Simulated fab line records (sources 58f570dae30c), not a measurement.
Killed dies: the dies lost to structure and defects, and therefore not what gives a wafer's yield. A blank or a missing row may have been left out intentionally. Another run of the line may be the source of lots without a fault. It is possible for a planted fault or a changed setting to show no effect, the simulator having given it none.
Struck lot and sound lot, side by side | flow berkeleyCmos170 | 26 steps out of a route of 331
Sound: the wafers L649.2, L649.3, L649.5. Struck: wafers L664.2, L664.4, L664.5. The cause comes at the end.
Order at every step that has rows: each side's tool, ch and its chambers, its first start. Under that, the readings that differ: sound wafers | struck wafers | difference of the means | sigmas: that difference in standard deviations of wafers without a fault.
alike: words and numbers the same on both sides, and readings whose means are apart by under 2 such deviations; not compared: readings that were withheld, readings missing a value for some wafer, numbers with overlapping values and no deviation given by the record, and bounds like >300 which may hide the same value.
Wherever a step has rows on one side only, a row that says differs or no value, or a row with sigmas, the two part there. Numbers that have no deviation but don't overlap get no sigmas and don't part them. A reading missing from all wafers of one side parts the sides only when that side holds two or more wafers.

first, 3 steps without rows for these wafers: UCB170_PVT_EXPOSE_03 (exposes mask NWELL, target cd 3000 nm); UCB170_PVT_PEB_04; UCB170_PVT_DEVELOP_05 (develop time 45 s).
UCB170_PVT_OVL_MEAS_06:
  struck on overlay-01, day 10 09:05; sound on overlay-02, day 7 16:13
  alike: PVT_OVL
then, 1 step without rows for these wafers: UCB170_PVT_IMPLANT_07.
UCB170_PVT_STRIP_08: strips in O2.
  sound on plasmaAsher-02 ch 1, day 7 16:23; struck on plasmaAsher-01 ch 0,1, day 10 09:16
  alike: drypumpMotorCurrentA, o2FlowSccm, oesProductAu, stripTimeToEndpointS
  not compared: rfHoursCounterH
UCB170_PVT_TW_MEAS_09:
  struck on filmMetro-03, day 10 09:23; sound on filmMetro-01, day 7 16:30
  alike: PVT_TW
then, 1 step without rows for these wafers: UCB170_GATE_WET_ETCH_00 (etches SiO2 in dHF, time 200 s).
UCB170_FIELD_THK_MEAS_91:
  struck on filmMetro-01, day 10 10:12; sound on filmMetro-03, day 7 16:37
  alike: FIELD_OXIDE_LEFT_2_THK
then, 1 step without rows for these wafers: UCB170_GATE_OXIDATION_01 (target thk 6.6 nm, ox time 1800 s).
UCB170_GATE_THK_MEAS_02:
  struck on filmMetro-03, day 10 16:05; sound on filmMetro-03, day 7 20:21
  alike: GATE_OXIDE_THK
then, 1 step without rows for these wafers: UCB170_GATE_ANNEAL_03 (time 1800 s).
UCB170_GATE_CVD_04: deposits poly-Si from SiH4, time 1440 s, target thk 214 nm.
  sound on lpcvd-02 ch 0, day 8 02:19; struck on lpcvd-01 ch 1, day 11 00:36
  alike: pressureMtorr, sih4FlowSccm, zonePowerLoadPct
UCB170_GATE_THK_MEAS_05:
  struck on filmMetro-03, day 11 02:01; sound on filmMetro-01, day 8 03:44
reading            | sound             | struck            | difference | sigmas
GATE_POLY_THK (nm) | 215.0 214.8 214.3 | 185.5 185.8 185.3 | -29.2      | -18
then, 6 steps without rows for these wafers: UCB170_GATE_COAT_06; UCB170_GATE_COAT_07 (resist thk 900 nm); UCB170_GATE_SOFTBAKE_08 (time 60 s); UCB170_GATE_EXPOSE_09 (exposes mask POLY, target cd 350 nm); UCB170_GATE_PEB_10; UCB170_GATE_DEVELOP_11 (develop time 45 s).
UCB170_GATE_CD_MEAS_12: the cd target is 350 nm.
  struck on cdSem-02, day 11 04:25; sound on cdSem-02, day 8 05:16
reading   | sound             | struck            | difference | sigmas
cdNm (nm) | 350.2 350.2 352.1 | 347.6 349.1 347.6 | -2.7       | -2
UCB170_GATE_OVL_MEAS_13:
  struck on overlay-01, day 11 04:31; sound on overlay-02, day 8 05:22
  alike: GATE_OVL
UCB170_GATE_ETCH_14: etches BARC in N2/H2.
  sound on rieDiel-02 ch 2,3, day 8 05:24; struck on rieDiel-03 ch 0,1, day 11 04:32
reading             | sound             | struck            | difference | sigmas
oesProductAu (a.u.) | 0.940 0.997 0.942 | 0.994 1.024 0.992 | +0.044     | +2
  alike: drypumpMotorCurrentA, throttleValvePct
UCB170_GATE_ETCH_15: etches poly-Si in HBr/Cl2, stops on SiO2, time 56.3 s, target depth 278.2 nm.
  sound on rieSi-01 ch 1,3, day 8 05:26; struck on rieSi-02 ch 1,2, day 11 04:35
reading             | sound             | struck            | difference | sigmas
oesProductAu (a.u.) | 0.853 0.829 0.837 | 0.751 0.761 0.754 | -0.084     | -6
  alike: drypumpMotorCurrentA, throttleValvePct
  not compared: rfHoursCounterH
UCB170_GATE_STRIP_16: strips in O2.
  sound on plasmaAsher-04 ch 1, day 8 05:29; struck on plasmaAsher-01 ch 0,1, day 11 04:38
  alike: drypumpMotorCurrentA, o2FlowSccm, oesProductAu
  not compared: rfHoursCounterH
UCB170_M3_PROBE_99:
  only the struck wafers here have rows in the record (prober-02, day 12 20:34); the sound ones have none

== WHERE THEY PART ==
Last at UCB170_M3_PROBE_99 as far as this record goes, first at UCB170_GATE_THK_MEAS_05.

WHY: the cause the simulator had injected
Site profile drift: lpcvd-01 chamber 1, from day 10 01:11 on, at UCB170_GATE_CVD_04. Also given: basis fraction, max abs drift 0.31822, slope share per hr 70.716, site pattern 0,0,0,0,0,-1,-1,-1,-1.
